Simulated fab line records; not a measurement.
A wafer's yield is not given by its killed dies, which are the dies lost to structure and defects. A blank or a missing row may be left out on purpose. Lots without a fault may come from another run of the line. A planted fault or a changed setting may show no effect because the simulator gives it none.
Which tool was responsible? + flow rit_cmos + 15 lots, 45 wafers sampled, at 3 steps of a route of 202

== WHAT EACH GAUGE READ, for each wafer ==
RIT_WELLDRIVE_RS_MEAS_01: measurement is done with a four-point probe. Usual: for NWELL_RS the level is 275.9 ohm/sq and the standard deviation is 0.67.
| lot  | measured    | on            | NWELL_RS (ohm/sq) | flag |
|------|-------------|---------------|-------------------|------|
| L967 | day 2 05:58 | film_metro-03 | 275.3 275.1 276.2 |      |
| L969 | day 2 14:09 | film_metro-02 | 276.5 276.2 276.7 |      |
| L970 | day 2 19:47 | film_metro-01 | 275.1 275.3 275.1 |      |
| L972 | day 3 06:57 | film_metro-01 | 276.1 276.9 275.5 |      |
| L973 | day 3 10:56 | film_metro-01 | 275.6 276.8 276.2 |      |
| L975 | day 3 19:44 | film_metro-01 | 275.1 274.9 275.1 |      |
| L976 | day 4 01:41 | film_metro-01 | 275.0 275.6 277.3 |      |
| L977 | day 4 06:27 | film_metro-01 | 276.2 276.4 276.4 |      |
| L978 | day 4 11:32 | film_metro-01 | 275.3 275.3 275.1 |      |
| L979 | day 4 16:48 | film_metro-03 | 276.3 275.2 275.3 |      |
| L980 | day 4 21:34 | film_metro-02 | 276.2 276.6 276.1 |      |
| L986 | day 6 05:00 | film_metro-01 | 275.9 276.3 276.9 |      |
| L987 | day 6 08:19 | film_metro-02 | 275.7 275.7 275.1 |      |
| L988 | day 6 13:56 | film_metro-01 | 276.6 275.8 276.3 |      |
| L989 | day 6 18:52 | film_metro-01 | 276.8 275.9 277.6 |      |

RIT_PLDD_OVL_MEAS_06. Usual: for PLDD_OVL the level is 0.2 nm and the standard deviation is 1.4.
| lot  | measured    | on         | PLDD_OVL (nm)  | flag |
|------|-------------|------------|----------------|------|
| L967 | day 2 19:55 | overlay-02 | 2.9 3.5 2.1    |      |
| L969 | day 3 06:19 | overlay-02 | 2.1 1.2 2.8    |      |
| L970 | day 3 09:56 | overlay-02 | 1.2 0.2 0.3    |      |
| L972 | day 3 23:15 | overlay-02 | 1.0 0.9 0.2    |      |
| L973 | day 4 00:59 | overlay-02 | -1.1 -0.8 0.0  |      |
| L975 | day 4 10:57 | overlay-01 | 0.0 0.9 0.3    |      |
| L976 | day 4 21:50 | overlay-02 | 3.4 2.9 3.8    |      |
| L977 | day 4 22:14 | overlay-01 | -1.5 0.2 -1.5  |      |
| L978 | day 5 02:53 | overlay-01 | 0.0 -0.8 -0.3  |      |
| L979 | day 5 07:53 | overlay-02 | 1.3 0.0 0.9    |      |
| L980 | day 5 13:53 | overlay-02 | -1.4 -1.0 -0.1 |      |
| L986 | day 6 19:32 | overlay-02 | -1.0 -0.4 0.4  |      |
| L987 | day 6 23:06 | overlay-02 | 0.0 0.1 0.7    |      |
| L988 | day 7 04:30 | overlay-01 | -1.4 -0.9 0.2  |      |
| L989 | day 7 08:52 | overlay-02 | -1.3 -0.7 0.3  |      |

== WHAT TOOL EACH LOT RAN ON (gives the tool, then ch and the chambers of the sampled wafers, and finally the start) ==
| lot  | RIT_NLDD_DEVELOP_05              |
|------|----------------------------------|
| L967 | litho_track-02 ch 0, day 2 18:00 |
| L969 | litho_track-03 ch 0, day 3 04:00 |
| L970 | litho_track-03 ch 0, day 3 08:00 |
| L972 | litho_track-02 ch 0, day 3 21:00 |
| L973 | litho_track-01 ch 0, day 3 23:00 |
| L975 | litho_track-02 ch 0, day 4 09:00 |
| L976 | litho_track-02 ch 0, day 4 20:00 |
| L977 | litho_track-03 ch 0, day 4 20:00 |
| L978 | litho_track-02 ch 0, day 5 01:00 |
| L979 | litho_track-02 ch 0, day 5 06:00 |
| L980 | litho_track-03 ch 0, day 5 12:00 |
| L986 | litho_track-01 ch 0, day 6 17:00 |
| L987 | litho_track-03 ch 0, day 6 21:00 |
| L988 | litho_track-03 ch 0, day 7 02:00 |
| L989 | litho_track-03 ch 0, day 7 07:00 |
- RIT_NLDD_DEVELOP_05: develop time 50 s.

== AS READ BY THE TOOLS THEMSELVES (means over the sampled wafers that have a number; for cases with no such wafer, the mark the record gives instead) ==
RIT_NLDD_DEVELOP_05. Usual: developer_temp_C 23.01 C, standard deviation 0.11; resist_line_temp_C 22.99 C, standard deviation 0.11.
| lot  | tool           | developer_temp_C (C) | resist_line_temp_C (C) | flag |
|------|----------------|----------------------|------------------------|------|
| L967 | litho_track-02 | 22.86                | 23.01                  |      |
| L969 | litho_track-03 | 23.23                | 23.05                  |      |
| L970 | litho_track-03 | 23.08                | 22.96                  |      |
| L972 | litho_track-02 | 23.12                | 22.94                  |      |
| L973 | litho_track-01 | 22.94                | 23.00                  |      |
| L975 | litho_track-02 | 23.02                | 22.86                  |      |
| L976 | litho_track-02 | 22.86                | 22.85                  |      |
| L977 | litho_track-03 | 23.04                | 22.86                  |      |
| L978 | litho_track-02 | 23.07                | 22.98                  |      |
| L979 | litho_track-02 | 22.90                | 23.03                  |      |
| L980 | litho_track-03 | 23.01                | 22.98                  |      |
| L986 | litho_track-01 | 22.95                | 22.98                  |      |
| L987 | litho_track-03 | 25.30                | 23.03                  | OFF  |
| L988 | litho_track-03 | 25.42                | 23.01                  | OFF  |
| L989 | litho_track-03 | 25.36                | 23.03                  | OFF  |

== THE ANSWER, worked out from the rows above alone ==
Rule: take the mean of a lot's wafers that have a number; if it is more than 3 standard deviations from the usual mean, the lot is off. A lot without any number at a reading at which 4 lots or more have one is off too. Where the step has rows for the other lots, those lots are counted as sound. First the gauges in route order, then the tools' own readings, where a lot's mean is used as printed above. The first step at which some lot is off is used, and at that step the reading that is off furthest; a lot without a number counts as furthest.
Off: L987, L988, L989, at RIT_NLDD_DEVELOP_05 (developer_temp_C).
A tool fits if, at that step or a process step before it, it ran every lot that is off, and no sound lot after the first of them. One fits: litho_track-03 at RIT_NLDD_DEVELOP_05. A fault onset in the window from L980 (day 5 12:00, its last sound lot) to L987 (day 6 21:00, its first lot off) fits.
The tool's own readings at RIT_NLDD_DEVELOP_05 bear it out: on the lots that are off they differ by more than 5 times the standard deviation of the sound lots' means. developer_temp_C reads 25.36 C there against 23.01 C on the sound lots.

== WHAT HAD BEEN PUT IN BY THE SIMULATOR ==
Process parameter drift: litho_track-03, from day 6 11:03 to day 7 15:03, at RIT_NLDD_DEVELOP_05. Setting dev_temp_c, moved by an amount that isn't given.
Lots struck among those shown: L987, L988, L989. This agrees with what the rule above found.
